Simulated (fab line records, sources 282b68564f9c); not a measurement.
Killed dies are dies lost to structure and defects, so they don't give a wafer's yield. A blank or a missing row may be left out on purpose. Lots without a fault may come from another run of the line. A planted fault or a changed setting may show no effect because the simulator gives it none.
Tool commonality check | flow rit_cmos | 14 lots, 48 wafers sampled

WHY IT WAS OPENED
At RIT_PLDD_TW_MEAS_10 the reading PLDD_TW is flagged on 2 of 14 lots. Wafers without a fault read 2393, standard deviation 16.
Rule: a lot is flagged when every wafer of it that has a number lies more than 4 standard deviations from that mean, or none has a number. The other lots count as sound.

lot  | measured    | on            | PLDD_TW, wafer by wafer       | flag
L332 | day 2 19:05 | film_metro-04 | 2421 2411 2409                |
L333 | day 3 01:11 | film_metro-03 | 2372 2393 2372                |
L334 | day 3 09:44 | film_metro-04 | 2407 2421 2404                |
L335 | day 3 11:55 | film_metro-02 | 2388 2394 2387                |
L337 | day 3 21:19 | film_metro-03 | 2371 2385 2380                |
L338 | day 4 02:16 | film_metro-04 | 2395 2404 2400                |
L339 | day 4 11:29 | film_metro-04 | 2403 2399 2394                |
L341 | day 4 16:43 | film_metro-03 | 2369 2369 2372                |
L342 | day 4 22:01 | film_metro-03 | 2366 2359 2363                |
L344 | day 5 10:51 | film_metro-04 | 2412 2405 2411                |
L345 | day 5 17:25 | film_metro-04 | 2424 2422 2420                |
L352 | day 7 03:02 | film_metro-02 | 2653 2658 2669 2660 2664 2658 | FLAGGED
L353 | day 7 05:23 | film_metro-03 | 2662 2675 2669 2658 2666 2676 | FLAGGED
L354 | day 7 09:30 | film_metro-02 | 2391 2382 2394                |
The numbers of the flagged lots are 2664 on average: +271 against the usual, or +17 standard deviations.

WHICH TOOL RAN EACH LOT
The record holds 1 process step before the reading, out of a route of 202 steps. In each cell: the tool, then ch and the chambers that the sampled wafers went through, then the start.
lot  | flag    | RIT_PLDD_IMPLANT_08
L332 |         | implanter-03 ch 0, day 2 18:46
L333 |         | implanter-01 ch 0, day 3 00:53
L334 |         | implanter-03 ch 0, day 3 09:25
L335 |         | implanter-03 ch 0, day 3 11:36
L337 |         | implanter-02 ch 0, day 3 21:00
L338 |         | implanter-03 ch 0, day 4 01:56
L339 |         | implanter-02 ch 0, day 4 11:09
L341 |         | implanter-03 ch 0, day 4 16:24
L342 |         | implanter-03 ch 0, day 4 21:41
L344 |         | implanter-01 ch 0, day 5 10:31
L345 |         | implanter-02 ch 0, day 5 17:06
L352 | FLAGGED | implanter-03 ch 0, day 7 02:43
L353 | FLAGGED | implanter-03 ch 0, day 7 05:07
L354 |         | implanter-02 ch 0, day 7 09:11
What these steps do:
- RIT_PLDD_IMPLANT_08
- RIT_PLDD_TW_MEAS_10

FLAGGED OVER TOTAL, TOOL BY TOOL (the gauges that took the reading come last)
step                | tool          | lots run | flagged | share of the flagged lots | sound lots run after its first flagged lot
RIT_PLDD_IMPLANT_08 | implanter-01  | 2        | 0       | none                      | -
RIT_PLDD_IMPLANT_08 | implanter-02  | 4        | 0       | none                      | -
RIT_PLDD_IMPLANT_08 | implanter-03  | 8        | 2       | all                       | 0
RIT_PLDD_TW_MEAS_10 | film_metro-02 | 3        | 1       | some                      | 1 (L354)
RIT_PLDD_TW_MEAS_10 | film_metro-03 | 5        | 1       | some                      | 0
RIT_PLDD_TW_MEAS_10 | film_metro-04 | 6        | 0       | none                      | -

WHAT THE TABLE ALLOWS
1 row of the table ran every flagged lot: implanter-03 at RIT_PLDD_IMPLANT_08.
- implanter-03 at RIT_PLDD_IMPLANT_08: 2 of its 8 lots flagged. Its last sound lot is L342 (day 4 21:41), its first flagged lot L352 (day 7 02:43): a fault that began between those two fits. Its own readings lie more than 4 standard deviations out on every wafer of the flagged lots: dose_ions_cm2, faraday_current_uA.
One tool is left: implanter-03 at RIT_PLDD_IMPLANT_08.

WHAT THE SIMULATOR HAD PUT IN
Process parameter drift: implanter-03, from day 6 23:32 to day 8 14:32, at RIT_PLDD_IMPLANT_08. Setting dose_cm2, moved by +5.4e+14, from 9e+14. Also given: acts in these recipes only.
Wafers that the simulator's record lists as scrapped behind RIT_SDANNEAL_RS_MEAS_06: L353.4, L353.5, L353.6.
Lots struck among those shown: L352, L353. The rule above found the same.
